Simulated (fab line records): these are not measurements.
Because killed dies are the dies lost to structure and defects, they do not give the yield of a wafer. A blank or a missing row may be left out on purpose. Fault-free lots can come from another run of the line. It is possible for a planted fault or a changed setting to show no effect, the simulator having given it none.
Problem report, 8D (eight disciplines) form, completed by code + flow rit cmos + the parts of the form that need people (team, actions taken, sign-off) are left out

1. THE PROBLEM
heater power total W at RIT_PRETRO_SOFTBAKE_02 reads a mean of 39.48 W on 6 wafers of 2 lots; wafers without a fault read 34.57 W with a standard deviation of 0.048. That is +99 or more standard deviations from the usual mean.
The step: time 60 s.
First seen on wafer L340.1, day 5 11:14, on litho track-03. The record has a number at this step for 42 wafers belonging to 14 lots. By rule, "out" or "out of limits" means more than 4 standard deviations away from the usual mean. The other wafers with a number count as sound.

2. WHAT IT IS, WHAT IT ISN'T
| question                    | is                                 | is not                                                                          |
|-----------------------------|------------------------------------|---------------------------------------------------------------------------------|
| which readings at this step | heater power total W, plate temp C | -                                                                               |
| which lots                  | L340, L345                         | L325, L326, L328, L330, L331, L332, L334, L335, L338, L341, L342, L348          |
| which wafers of those lots  | all that have a number             | -                                                                               |
| read on which tools         | litho track-03                     | litho track-02, litho track-04                                                  |
| when                        | from day 5 11:14                   | up to then (27 sound wafers); but 9 sound wafers of L341, L342, L348 came after |

3. SUSPECTS, AND WHAT RULES EACH OUT
Counting: any tool at a process step up to the reading is kept as a suspect provided that every lot that is out went through it and no sound lot did after the first of them.
- litho track-03 at RIT_PRETRO_SOFTBAKE_02 (time 60 s): kept. All lots that are out passed through it, beginning with L340 at day 5 11:14, and no sound lot followed; its final sound lot before that point was L335 at day 4 11:24. Its own heater power total W, plate temp C readings are out on those wafers.
The count leaves litho track-03 at RIT_PRETRO_SOFTBAKE_02.

4. THE CAUSE (what the simulator had put in)
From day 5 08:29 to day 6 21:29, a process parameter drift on litho track-03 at RIT_PRETRO_SOFTBAKE_02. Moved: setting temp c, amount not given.
Only this tool survived the counting.

5. THE EFFECT CHAIN, in route order
Each row: a reading where the mean over the struck wafers with a number is more than 3 standard deviations away from the usual. Only readings whose record carries a usual standard deviation are examined. hours: median over the lots of the time between each lot's start at the first step of this table that gives one and its start at this step. sigmas: the change, counted in usual standard deviations.
| hours | step                   | reading              | usual   | on struck wafers | change | sigmas      |
|-------|------------------------|----------------------|---------|------------------|--------|-------------|
| 0     | RIT_PRETRO_SOFTBAKE_02 | heater power total W | 34.57 W | 39.48            | +4.91  | +99 or more |
| 0     | RIT_PRETRO_SOFTBAKE_02 | plate temp C         | 90.00 C | 98.98            | +8.98  | +69         |
It contains these process steps:
- RIT_PRETRO_SOFTBAKE_02: time 60 s.

6. WHAT WOULD HAVE CAUGHT IT SOONER
In this record the first reading out of limits was taken at day 5 11:14, 3 hours after the fault began at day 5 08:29.
